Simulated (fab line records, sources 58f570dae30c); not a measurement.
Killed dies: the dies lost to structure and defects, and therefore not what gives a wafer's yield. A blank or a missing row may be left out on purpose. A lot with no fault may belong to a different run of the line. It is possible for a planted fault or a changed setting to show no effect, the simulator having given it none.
Which of the tools did it? || flow berkeleyCmos170 || 45 wafers from 15 lots sampled at 6 of the route's 331 steps

WHAT THE GAUGES READ, wafer by wafer
UCB170_CONTACT_CD_MEAS_15: target cd 700 nm.
{"lot": "L710", "measured": "day 8 04:11", "on": "cdSem-01", "cdNm (nm)": "703.1 703.2 703.1"}
{"lot": "L712", "measured": "day 8 19:50", "on": "cdSem-01", "cdNm (nm)": "699.2 698.8 698.5"}
{"lot": "L713", "measured": "day 9 13:05", "on": "cdSem-02", "cdNm (nm)": "699.1 701.0 700.8"}
{"lot": "L717", "measured": "day 9 13:11", "on": "cdSem-01", "cdNm (nm)": "700.1 701.2 700.1"}
{"lot": "L718", "measured": "day 9 14:02", "on": "cdSem-01", "cdNm (nm)": "701.4 701.3 701.4"}
{"lot": "L715", "measured": "day 9 14:17", "on": "cdSem-02", "cdNm (nm)": "699.1 698.6 698.6"}
{"lot": "L716", "measured": "day 9 14:24", "on": "cdSem-01", "cdNm (nm)": "702.2 699.9 701.3"}
{"lot": "L719", "measured": "day 10 06:35", "on": "cdSem-01", "cdNm (nm)": "699.6 701.1 699.5"}
{"lot": "L722", "measured": "day 10 13:41", "on": "cdSem-01", "cdNm (nm)": "700.5 701.3 701.8"}
{"lot": "L720", "measured": "day 10 15:43", "on": "cdSem-01", "cdNm (nm)": "698.9 699.7 700.5"}
{"lot": "L727", "measured": "day 12 00:20", "on": "cdSem-02", "cdNm (nm)": "698.8 699.3 699.2"}
{"lot": "L725", "measured": "day 12 01:47", "on": "cdSem-02", "cdNm (nm)": "701.2 700.6 701.5"}
{"lot": "L729", "measured": "day 12 01:50", "on": "cdSem-01", "cdNm (nm)": "703.3 703.0 702.1"}
{"lot": "L732", "measured": "day 12 18:27", "on": "cdSem-01", "cdNm (nm)": "700.3 699.4 699.2"}
{"lot": "L733", "measured": "day 12 22:19", "on": "cdSem-02", "cdNm (nm)": "701.4 700.7 700.8"}

UCB170_V2_THK_MEAS_04.
{"lot": "L710", "measured": "day 8 17:18", "on": "filmMetro-02", "V2_POLISHED_THK (nm)": "999.8 1000.1 999.5"}
{"lot": "L712", "measured": "day 9 06:17", "on": "filmMetro-02", "V2_POLISHED_THK (nm)": "999.6 999.8 999.4"}
{"lot": "L713", "measured": "day 10 00:57", "on": "filmMetro-02", "V2_POLISHED_THK (nm)": "997.8 998.2 999.4"}
{"lot": "L717", "measured": "day 10 01:57", "on": "filmMetro-02", "V2_POLISHED_THK (nm)": "999.6 999.4 999.9"}
{"lot": "L718", "measured": "day 10 02:06", "on": "filmMetro-04", "V2_POLISHED_THK (nm)": "1000.1 998.9 1000.0"}
{"lot": "L715", "measured": "day 10 02:32", "on": "filmMetro-04", "V2_POLISHED_THK (nm)": "1000.6 998.6 999.0"}
{"lot": "L716", "measured": "day 10 02:29", "on": "filmMetro-02", "V2_POLISHED_THK (nm)": "1001.9 999.9 999.2"}
{"lot": "L719", "measured": "day 11 08:51", "on": "filmMetro-04", "V2_POLISHED_THK (nm)": "999.0 999.2 1000.4"}
{"lot": "L722", "measured": "day 11 09:08", "on": "filmMetro-04", "V2_POLISHED_THK (nm)": "1000.5 1000.4 999.3"}
{"lot": "L720", "measured": "day 11 09:44", "on": "filmMetro-03", "V2_POLISHED_THK (nm)": "1000.3 1000.5 1000.7"}
{"lot": "L727", "measured": "day 12 15:37", "on": "filmMetro-03", "V2_POLISHED_THK (nm)": "1000.0 1000.3 1000.0"}
{"lot": "L725", "measured": "day 12 15:34", "on": "filmMetro-04", "V2_POLISHED_THK (nm)": "998.1 998.8 999.8"}
{"lot": "L729", "measured": "day 12 18:31", "on": "filmMetro-02", "V2_POLISHED_THK (nm)": "999.4 997.3 998.7"}
{"lot": "L732", "measured": "day 13 05:26", "on": "filmMetro-04", "V2_POLISHED_THK (nm)": "1000.9 1000.6 1001.1"}
{"lot": "L733", "measured": "day 13 08:04", "on": "filmMetro-02", "V2_POLISHED_THK (nm)": "1000.1 1002.0 1001.3"}

UCB170_V2_CD_MEAS_90: target cd 700 nm.
{"lot": "L710", "measured": "day 8 20:00", "on": "cdSem-02", "cdNm (nm)": "701.1 701.4 700.5"}
{"lot": "L712", "measured": "day 9 09:23", "on": "cdSem-01", "cdNm (nm)": "700.6 701.7 701.9"}
{"lot": "L713", "measured": "day 10 02:35", "on": "cdSem-02", "cdNm (nm)": "702.1 702.1 703.4"}
{"lot": "L717", "measured": "day 10 04:49", "on": "cdSem-02", "cdNm (nm)": "700.4 700.1 701.2"}
{"lot": "L718", "measured": "day 10 04:52", "on": "cdSem-01", "cdNm (nm)": "702.0 700.4 702.7"}
{"lot": "L715", "measured": "day 10 05:46", "on": "cdSem-01", "cdNm (nm)": "697.5 698.4 697.1"}
{"lot": "L716", "measured": "day 10 05:34", "on": "cdSem-02", "cdNm (nm)": "698.3 700.6 697.6"}
{"lot": "L719", "measured": "day 11 10:29", "on": "cdSem-02", "cdNm (nm)": "700.5 700.3 700.4"}
{"lot": "L722", "measured": "day 11 10:40", "on": "cdSem-02", "cdNm (nm)": "702.5 702.7 699.5"}
{"lot": "L720", "measured": "day 11 11:18", "on": "cdSem-02", "cdNm (nm)": "699.0 699.6 699.9"}
{"lot": "L727", "measured": "day 12 18:19", "on": "cdSem-02", "cdNm (nm)": "- - -"}
{"lot": "L725", "measured": "day 12 18:11", "on": "cdSem-02", "cdNm (nm)": "- - -"}
{"lot": "L729", "measured": "day 12 20:13", "on": "cdSem-02", "cdNm (nm)": "- - -"}
{"lot": "L732", "measured": "day 13 07:09", "on": "cdSem-02", "cdNm (nm)": "701.7 701.6 701.9"}
{"lot": "L733", "measured": "day 13 12:06", "on": "cdSem-01", "cdNm (nm)": "699.9 700.3 700.1"}

UCB170_M3_CD_MEAS_15: target cd 700 nm.
{"lot": "L710", "measured": "day 8 22:16", "on": "cdSem-02", "cdNm (nm)": "701.4 701.4 701.0"}
{"lot": "L712", "measured": "day 9 12:17", "on": "cdSem-01", "cdNm (nm)": "698.6 698.8 697.7"}
{"lot": "L713", "measured": "day 10 06:35", "on": "cdSem-02", "cdNm (nm)": "701.1 702.0 700.1"}
{"lot": "L717", "measured": "day 10 08:31", "on": "cdSem-01", "cdNm (nm)": "698.8 699.5 698.6"}
{"lot": "L718", "measured": "day 10 08:46", "on": "cdSem-02", "cdNm (nm)": "703.8 702.4 703.9"}
{"lot": "L715", "measured": "day 10 09:53", "on": "cdSem-01", "cdNm (nm)": "698.7 699.6 700.1"}
{"lot": "L716", "measured": "day 10 09:19", "on": "cdSem-02", "cdNm (nm)": "699.0 698.1 699.4"}
{"lot": "L719", "measured": "day 11 13:14", "on": "cdSem-02", "cdNm (nm)": "700.2 700.1 699.7"}
{"lot": "L722", "measured": "day 11 13:29", "on": "cdSem-01", "cdNm (nm)": "699.5 698.5 699.2"}
{"lot": "L720", "measured": "day 11 14:25", "on": "cdSem-02", "cdNm (nm)": "699.5 698.9 698.3"}
{"lot": "L732", "measured": "day 13 11:34", "on": "cdSem-02", "cdNm (nm)": "700.0 699.5 700.0"}
{"lot": "L733", "measured": "day 13 15:50", "on": "cdSem-02", "cdNm (nm)": "698.0 698.4 700.2"}

WHAT TOOL EACH LOT RAN ON (gives the tool, then ch and the chambers of the sampled wafers, and finally the start)
{"lot": "L710", "UCB170_V2_ETCH_14": "rieDiel-01 ch 0,1, day 8 19:42", "UCB170_V2_STRIP_15": "plasmaAsher-02 ch 0,1, day 8 19:53"}
{"lot": "L712", "UCB170_V2_ETCH_14": "rieDiel-03 ch 0,1,3, day 9 09:07", "UCB170_V2_STRIP_15": "plasmaAsher-03 ch 0,1, day 9 09:17"}
{"lot": "L713", "UCB170_V2_ETCH_14": "rieDiel-01 ch 1,3, day 10 02:18", "UCB170_V2_STRIP_15": "plasmaAsher-02 ch 0,1, day 10 02:29"}
{"lot": "L717", "UCB170_V2_ETCH_14": "rieDiel-03 ch 0,1,3, day 10 04:31", "UCB170_V2_STRIP_15": "plasmaAsher-03 ch 0,1, day 10 04:42"}
{"lot": "L718", "UCB170_V2_ETCH_14": "rieDiel-02 ch 1,3, day 10 04:35", "UCB170_V2_STRIP_15": "plasmaAsher-02 ch 0,1, day 10 04:46"}
{"lot": "L715", "UCB170_V2_ETCH_14": "rieDiel-03 ch 0,1,2, day 10 05:29", "UCB170_V2_STRIP_15": "plasmaAsher-01 ch 0,1, day 10 05:40"}
{"lot": "L716", "UCB170_V2_ETCH_14": "rieDiel-01 ch 1,2, day 10 05:17", "UCB170_V2_STRIP_15": "plasmaAsher-03 ch 0,1, day 10 05:28"}
{"lot": "L719", "UCB170_V2_ETCH_14": "rieDiel-02 ch 0,2,3, day 11 10:13", "UCB170_V2_STRIP_15": "plasmaAsher-02 ch 0,1, day 11 10:23"}
{"lot": "L722", "UCB170_V2_ETCH_14": "rieDiel-01 ch 0,1,3, day 11 10:22", "UCB170_V2_STRIP_15": "plasmaAsher-01 ch 0,1, day 11 10:32"}
{"lot": "L720", "UCB170_V2_ETCH_14": "rieDiel-03 ch 0,1,3, day 11 10:58", "UCB170_V2_STRIP_15": "plasmaAsher-03 ch 0,1, day 11 11:09"}
{"lot": "L727", "UCB170_V2_ETCH_14": "rieDiel-03 ch 1,2, day 12 18:02", "UCB170_V2_STRIP_15": "plasmaAsher-03 ch 0,1, day 12 18:13"}
{"lot": "L725", "UCB170_V2_ETCH_14": "rieDiel-01 ch 0,1,3, day 12 17:52", "UCB170_V2_STRIP_15": "plasmaAsher-02 ch 0,1, day 12 18:05"}
{"lot": "L729", "UCB170_V2_ETCH_14": "rieDiel-01 ch 2,3, day 12 19:53", "UCB170_V2_STRIP_15": "plasmaAsher-03 ch 0,1, day 12 20:06"}
{"lot": "L732", "UCB170_V2_ETCH_14": "rieDiel-01 ch 0,1, day 13 06:51", "UCB170_V2_STRIP_15": "plasmaAsher-02 ch 0,1, day 13 07:02"}
{"lot": "L733", "UCB170_V2_ETCH_14": "rieDiel-03 ch 1,2, day 13 11:50", "UCB170_V2_STRIP_15": "plasmaAsher-03 ch 0,1, day 13 12:00"}
- UCB170_V2_ETCH_14: etches SiO2 in CHF3/CF4/Ar, stops on Al, target depth 1250 nm, time 291 s.
- UCB170_V2_STRIP_15: strips in O2.

AS READ BY THE TOOLS THEMSELVES (means over the sampled wafers that have a number; for cases with no such wafer, the mark the record gives instead)
UCB170_V2_ETCH_14.
{"lot": "L710", "tool": "rieDiel-01", "CHF3_flow_sccm (sccm)": 44.87, "cf4FlowSccm (sccm)": 14.91, "drypumpMotorCurrentA (A)": 5.2, "oesProductAu (a.u.)": 0.875, "throttleValvePct (%)": 7.02}
{"lot": "L712", "tool": "rieDiel-03", "CHF3_flow_sccm (sccm)": 45.02, "cf4FlowSccm (sccm)": 15.01, "drypumpMotorCurrentA (A)": 5.8, "oesProductAu (a.u.)": 0.867, "throttleValvePct (%)": 6.93}
{"lot": "L713", "tool": "rieDiel-01", "CHF3_flow_sccm (sccm)": 44.95, "cf4FlowSccm (sccm)": 14.99, "drypumpMotorCurrentA (A)": 5.4, "oesProductAu (a.u.)": 0.861, "throttleValvePct (%)": 7.02}
{"lot": "L717", "tool": "rieDiel-03", "CHF3_flow_sccm (sccm)": 44.98, "cf4FlowSccm (sccm)": 14.97, "drypumpMotorCurrentA (A)": 5.8, "oesProductAu (a.u.)": 0.870, "throttleValvePct (%)": 6.93}
{"lot": "L718", "tool": "rieDiel-02", "CHF3_flow_sccm (sccm)": 44.95, "cf4FlowSccm (sccm)": 14.99, "drypumpMotorCurrentA (A)": 5.6, "oesProductAu (a.u.)": 0.866, "throttleValvePct (%)": 7.02}
{"lot": "L715", "tool": "rieDiel-03", "CHF3_flow_sccm (sccm)": 45.17, "cf4FlowSccm (sccm)": 15.01, "drypumpMotorCurrentA (A)": 5.8, "oesProductAu (a.u.)": 0.887, "throttleValvePct (%)": 6.93}
{"lot": "L716", "tool": "rieDiel-01", "CHF3_flow_sccm (sccm)": 44.97, "cf4FlowSccm (sccm)": 14.98, "drypumpMotorCurrentA (A)": 5.4, "oesProductAu (a.u.)": 0.868, "throttleValvePct (%)": 7.08}
{"lot": "L719", "tool": "rieDiel-02", "CHF3_flow_sccm (sccm)": 44.98, "cf4FlowSccm (sccm)": 15.02, "drypumpMotorCurrentA (A)": 6.0, "oesProductAu (a.u.)": 0.869, "throttleValvePct (%)": 7.02}
{"lot": "L722", "tool": "rieDiel-01", "CHF3_flow_sccm (sccm)": 44.92, "cf4FlowSccm (sccm)": 15.01, "drypumpMotorCurrentA (A)": 5.3, "oesProductAu (a.u.)": 0.868, "throttleValvePct (%)": 7.03}
{"lot": "L720", "tool": "rieDiel-03", "CHF3_flow_sccm (sccm)": 44.89, "cf4FlowSccm (sccm)": 15.03, "drypumpMotorCurrentA (A)": 5.8, "oesProductAu (a.u.)": 0.869, "throttleValvePct (%)": 6.94}
{"lot": "L727", "tool": "rieDiel-03", "CHF3_flow_sccm (sccm)": "-", "cf4FlowSccm (sccm)": "-", "drypumpMotorCurrentA (A)": "-", "oesProductAu (a.u.)": "-", "throttleValvePct (%)": "-"}
{"lot": "L725", "tool": "rieDiel-01", "CHF3_flow_sccm (sccm)": "-", "cf4FlowSccm (sccm)": "-", "drypumpMotorCurrentA (A)": "-", "oesProductAu (a.u.)": "-", "throttleValvePct (%)": "-"}
{"lot": "L729", "tool": "rieDiel-01", "CHF3_flow_sccm (sccm)": "-", "cf4FlowSccm (sccm)": "-", "drypumpMotorCurrentA (A)": "-", "oesProductAu (a.u.)": "-", "throttleValvePct (%)": "-"}
{"lot": "L732", "tool": "rieDiel-01", "CHF3_flow_sccm (sccm)": 45.11, "cf4FlowSccm (sccm)": 15.00, "drypumpMotorCurrentA (A)": 5.4, "oesProductAu (a.u.)": 0.880, "throttleValvePct (%)": 7.12}
{"lot": "L733", "tool": "rieDiel-03", "CHF3_flow_sccm (sccm)": 44.93, "cf4FlowSccm (sccm)": 15.00, "drypumpMotorCurrentA (A)": 5.7, "oesProductAu (a.u.)": 0.887, "throttleValvePct (%)": 6.89}

UCB170_V2_STRIP_15.
{"lot": "L710", "tool": "plasmaAsher-02", "drypumpMotorCurrentA (A)": 5.4, "oesProductAu (a.u.)": 0.719, "stripTimeToEndpointS (s)": 15.29}
{"lot": "L712", "tool": "plasmaAsher-03", "drypumpMotorCurrentA (A)": 5.1, "oesProductAu (a.u.)": 0.721, "stripTimeToEndpointS (s)": 15.29}
{"lot": "L713", "tool": "plasmaAsher-02", "drypumpMotorCurrentA (A)": 5.4, "oesProductAu (a.u.)": 0.724, "stripTimeToEndpointS (s)": 15.32}
{"lot": "L717", "tool": "plasmaAsher-03", "drypumpMotorCurrentA (A)": 5.3, "oesProductAu (a.u.)": 0.715, "stripTimeToEndpointS (s)": 15.14}
{"lot": "L718", "tool": "plasmaAsher-02", "drypumpMotorCurrentA (A)": 5.4, "oesProductAu (a.u.)": 0.721, "stripTimeToEndpointS (s)": 15.30}
{"lot": "L715", "tool": "plasmaAsher-01", "drypumpMotorCurrentA (A)": 6.0, "oesProductAu (a.u.)": 0.721, "stripTimeToEndpointS (s)": 15.31}
{"lot": "L716", "tool": "plasmaAsher-03", "drypumpMotorCurrentA (A)": 5.1, "oesProductAu (a.u.)": 0.719, "stripTimeToEndpointS (s)": 15.07}
{"lot": "L719", "tool": "plasmaAsher-02", "drypumpMotorCurrentA (A)": 5.3, "oesProductAu (a.u.)": 0.726, "stripTimeToEndpointS (s)": 15.19}
{"lot": "L722", "tool": "plasmaAsher-01", "drypumpMotorCurrentA (A)": 6.0, "oesProductAu (a.u.)": 0.720, "stripTimeToEndpointS (s)": 15.20}
{"lot": "L720", "tool": "plasmaAsher-03", "drypumpMotorCurrentA (A)": 5.3, "oesProductAu (a.u.)": 0.721, "stripTimeToEndpointS (s)": 15.16}
{"lot": "L727", "tool": "plasmaAsher-03", "drypumpMotorCurrentA (A)": 5.3, "oesProductAu (a.u.)": 0.732, "stripTimeToEndpointS (s)": 21.67}
{"lot": "L725", "tool": "plasmaAsher-02", "drypumpMotorCurrentA (A)": 5.3, "oesProductAu (a.u.)": 0.736, "stripTimeToEndpointS (s)": 21.68}
{"lot": "L729", "tool": "plasmaAsher-03", "drypumpMotorCurrentA (A)": 5.1, "oesProductAu (a.u.)": 0.733, "stripTimeToEndpointS (s)": 21.67}
{"lot": "L732", "tool": "plasmaAsher-02", "drypumpMotorCurrentA (A)": 5.3, "oesProductAu (a.u.)": 0.722, "stripTimeToEndpointS (s)": 15.36}
{"lot": "L733", "tool": "plasmaAsher-03", "drypumpMotorCurrentA (A)": 5.3, "oesProductAu (a.u.)": 0.720, "stripTimeToEndpointS (s)": 15.25}

THE ANSWER, worked out from the rows above alone
Rule: the usual values come from the lots themselves. The widest of any qualifying gaps counts: lots, ordered by their means at a reading, are off when they make up no more than a third of the lots, leave a main group of 4 or more, and stand apart from it by 3 or more times the standard deviation of that group's means. If all means in a main group match to the digits the tables above print for the reading, that group is not used. Also off: a lot with no number at a reading for which 4 or more lots have one. Where the step has rows for the other lots, those lots are counted as sound. After the gauges, taken in route order, come the tools' own readings; for these a lot's mean is taken, as printed above. The first step at which some lot is off is used, and at that step the reading that is off furthest; a lot without a number counts as furthest.
Off: L727, L725, L729, at UCB170_V2_CD_MEAS_90 (cdNm). Without a number there: L727, L725, L729. The main group: mean 700.6 nm, standard deviation 1.3.
A tool fits if, at a process step before that reading, it ran every lot that is off, and no sound lot after the first of them. The gauges at UCB170_V2_CD_MEAS_90 aren't tried: what is off there is off at UCB170_V2_ETCH_14 too, on other tools, and a gauge's error can't cause that. No candidate that was tried fits.

WHAT HAD BEEN PUT IN BY THE SIMULATOR
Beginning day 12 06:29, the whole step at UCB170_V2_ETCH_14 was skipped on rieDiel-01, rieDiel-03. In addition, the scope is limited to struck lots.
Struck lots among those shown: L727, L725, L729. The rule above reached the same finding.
